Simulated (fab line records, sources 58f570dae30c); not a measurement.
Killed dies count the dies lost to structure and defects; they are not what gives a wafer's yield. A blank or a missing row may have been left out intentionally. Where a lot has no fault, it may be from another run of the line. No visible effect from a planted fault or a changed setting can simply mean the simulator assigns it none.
One fault through the eyes of 2 desks :: flow berkeley-cmos170 :: each desk holds nothing but its own numbers, with what lay behind them at the end

## AT THE METROLOGY DESK
What the gauges read, lot by lot, whatever tool the lot ran on: means of the sampled wafers that have a number. If a lot's mean is further than 4 standard deviations from the usual mean, the lot is out of limits and carries the mark OUT (the distance appears in the brackets).
Columns: A = PSD_OVL at UCB170_PSD_OVL_MEAS_07, usual 1 nm; B = cd-nm at UCB170_CONTACT_CD_MEAS_90, usual 700.2 nm; C = V1_TEOS_THK at UCB170_V1_THK_MEAS_01, usual 1993 nm
lot: L747
first seen here: day 7 01:00
A: 6
B: 700.5
C: 1979

lot: L751
first seen here: day 7 01:09
A: -5
B: 701.0
C: 1985

lot: L748
first seen here: day 7 01:16
A: 11
B: 700.2
C: 1999

lot: L750
first seen here: day 7 01:26
A: 1
B: 701.6
C: 2037

lot: L749
first seen here: day 7 01:32
A: -6
B: 701.6
C: 1981

lot: L752
first seen here: day 7 14:17
A: 2
B: 701.9
C: 2002

lot: L758
first seen here: day 8 18:42
A: 2
B: 703.1
C: 2748 (+33) OUT

lot: L761
first seen here: day 9 10:38
A: -2
B: 699.8
C: 2745 (+33) OUT

lot: L763
first seen here: day 9 21:05
A: 2
B: 701.2
C: 1977

lot: L766
first seen here: day 10 10:10
A: 2
B: 698.8
C: 1995

lot: L764
first seen here: day 10 10:26
A: -1
B: 699.9
C: 2011

lot: L768
first seen here: day 10 10:43
A: 6
B: 701.1
C: 1956

lot: L769
first seen here: day 11 07:32
A: -4
B: 701.5
C: 1985

lot: L770
first seen here: day 11 19:27
A: -3
B: 696.9
C: 1990
Per this desk, out of limits: L758, L761; the first was L758, day 9 12:38 (V1_TEOS_THK at UCB170_V1_THK_MEAS_01). Within limits: L747, L751, L748, L750, L749, L752, L763, L766, L764, L768, L769, L770.

## DESK OF THE TOOL OWNER: pecvd-04
The tool's own readings at UCB170_V1_CVD_00 (deposits SiO2 from TEOS/O2, target thk 2000 nm, time 250 s): means of the sampled wafers that have a number, for each lot that ran on this tool. If a lot's mean is further than 4 standard deviations from the usual mean, the lot is out of limits and carries the mark OUT (the distance appears in the brackets).
Columns: A = heater-power-w at UCB170_V1_CVD_00, usual 262 W; B = pressure-mtorr at UCB170_V1_CVD_00, usual 9000 mTorr; C = rf-fwd-power-W at UCB170_V1_CVD_00, usual 548.4 W; D = run-length-s at UCB170_V1_CVD_00, usual 278.2 s
lot: L748
first seen here: day 7 16:26
A: 258
B: 8996
C: 548.8
D: 278.5

lot: L750
first seen here: day 7 16:36
A: 282
B: 9006
C: 549.3
D: 278.1

lot: L758
first seen here: day 9 12:24
A: 272
B: 8981
C: 548.5
D: 371.5 (+99 or more) OUT

lot: L761
first seen here: day 10 01:42
A: 246
B: 8994
C: 547.9
D: 371.3 (+99 or more) OUT
This desk finds L758, L761 out of limits, L758 being first, at day 9 12:24 (run-length-s at UCB170_V1_CVD_00). Within limits: L748, L750.

## PUT TOGETHER
The tool owner's desk could have raised an alarm at day 9 12:24, on L758, L761.
L758, L761 would have let the metrology desk raise an alarm at day 9 12:38.
All the named lots went through UCB170_V1_CVD_00 on pecvd-04.

## WHAT HAD BEEN PUT IN BY THE SIMULATOR
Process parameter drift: pecvd-04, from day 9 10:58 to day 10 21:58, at UCB170_V1_CVD_00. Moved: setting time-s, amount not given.
Struck lots among those shown: L758, L761.
Time in hours from fault onset to the first out-of-limits reading at each desk: tool owner's desk 1, metrology desk 2.
